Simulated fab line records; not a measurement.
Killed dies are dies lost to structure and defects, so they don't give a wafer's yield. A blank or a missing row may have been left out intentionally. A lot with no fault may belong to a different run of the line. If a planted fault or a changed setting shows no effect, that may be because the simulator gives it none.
fab line records	flow rit-cmos
record lots=15	wafers=45	last-day=7
route steps=202 shown ACTIVE@11
lots that met no fault: from a run of the same line without faults
start-h: start of the lot's first displayed wafer, in hours after the record's first day	wait-h: time in hours since the lot's previous step	" same as the row above	L1.1+2: several wafers, shown together as one row	- either no value or no given start	* or withheld: withheld	< > ~ a bound
route shown NAME@n: names a module that has steps shown in the file, with the first one's number in the route	usual: the fault-free wafers' mean and standard deviation	same: alike in all rows	chamber/n: place in a boat	sites: per-site readings	_std_site: the values' standard deviation	_edge_site: outer sites' mean less inner sites'	radius-mm: how far each site lies from the wafer's centre	mask NAME#n: copy n	behind: tool/chamber where the wafer was last shaped	hold: reason for holding the lot/hours on hold/outcome of the hold	device: the transistor (n, p or np) that didn't switch	end of line: tests run on the same wafers once the route is complete	a step with no rows: only its recipe	killed: count of dies lost to structure and defects at first sort (not the wafer's yield)	map: the dies of a wafer, with x for killed, . for not killed, _ for no die there
set.NAME: the setting as run; set.NAME@STEP: as run at that earlier step	model.NAME: the simulator's own value behind a step, which no gauge read
steps of the route over a sample of lots; a table a step, a row a wafer
## steps
# step RIT_ACTIVE_DEVELOP_10
# recipe resist=NOVOLAK	develop-time-s=50	dev-temp-c=23
# usual chill-plate-temp-C=23.02/0.1	develop-time-s=50/0	developer-temp-C=23.03/0.097
lot.wafer	tool	chamber	start-h	wait-h	chill-plate-temp-C	develop-time-s	developer-temp-C
L424.1	litho-track-02	0	19	-	23.06	50	22.98
L424.2	"	0	"	"	23.09	50	23.13
L424.5	"	0	"	"	22.99	50	23.06
L425.3	litho-track-01	0	25	-	23.06	50	22.93
L425.4	"	0	"	"	23.06	50	23.12
L425.6	"	0	"	"	22.94	50	22.97
L427.1	litho-track-02	0	34	-	22.91	50	23.04
L427.3	"	0	"	"	22.94	50	22.97
L427.4	"	0	"	"	22.83	50	23.13
L428.1	litho-track-02	0	39	-	22.88	50	22.98
L428.2	"	0	"	"	22.96	50	22.78
L428.3	"	0	"	"	23.02	50	23.02
L429.2	litho-track-01	0	45	-	23.27	50	22.96
L429.3	"	0	"	"	23.13	50	23.17
L429.6	"	0	46	-	23.22	50	22.95
L430.1	litho-track-02	0	49	-	23.00	50	22.95
L430.2	"	0	"	"	22.78	50	22.94
L430.3	"	0	"	"	22.85	50	22.92
L431.1	litho-track-02	-	54	-	-	-	-
L431.5	"	-	"	"	-	-	-
L431.6	"	-	"	"	-	-	-
L432.2	litho-track-02	-	59	-	-	-	-
L432.4	"	-	"	"	-	-	-
L432.6	"	-	"	"	-	-	-
L433.1	litho-track-02	-	64	-	-	-	-
L433.3	"	-	"	"	-	-	-
L433.5	"	-	"	"	-	-	-
L435.1	litho-track-02	0	74	-	23.10	50	23.13
L435.4	"	0	"	"	23.05	50	23.26
L435.6	"	0	"	"	22.96	50	23.12
L437.1	litho-track-02	0	84	-	22.93	50	23.08
L437.4	"	0	"	"	22.96	50	23.06
L437.5	"	0	"	"	22.92	50	23.02
L442.1	litho-track-03	0	110	-	22.94	50	23.00
L442.2	"	0	"	"	22.91	50	23.05
L442.6	"	0	"	"	23.10	50	22.93
L443.3	litho-track-02	0	116	-	23.15	50	23.12
L443.4	"	0	"	"	23.15	50	23.11
L443.6	"	0	"	"	22.96	50	22.91
L444.3	litho-track-02	0	119	-	22.96	50	23.04
L444.5	"	0	"	"	23.04	50	23.00
L444.6	"	0	"	"	22.96	50	22.98
L445.1	litho-track-01	0	125	-	22.91	50	22.82
L445.2	"	0	"	"	23.00	50	23.08
L445.6	"	0	"	"	22.98	50	22.88
## key
first-sign step=RIT_ACTIVE_DEVELOP_10	reading=tool-record	direction=missing
effect none on later readings
met-at RIT_ACTIVE_DEVELOP_10
struck-lots L431,L432,L433
later-rows-left-out L431.1,L431.5,L431.6,L432.2,L432.4,L432.6,L433.1,L433.3,L433.5
sort-left-out L431.1,L431.5,L431.6,L432.2,L432.4,L432.6,L433.1,L433.3,L433.5
tester-left-out L431,L432,L433
onset-between 49 54
fault kind=skipped-step-whole	tool=litho-track-02	chamber=-	onset-h=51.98	steps=RIT_ACTIVE_DEVELOP_10	scope=struck-lots-only
# tester-left-out: of these lots the tester's yield and bins aren't shown, on N5 and GAA mostly nor the transistor test; their killed dies are dies lost to structure and defects alone, not to doping, threshold or leakage, so they don't give the yield
# sort-left-out: the simulated sort isn't trusted on such a fault, so these wafers' sort isn't shown, and their yield isn't known
# later-rows-left-out: the simulator's readings of these wafers behind a module that went badly wrong aren't trusted and aren't shown, but for the sort
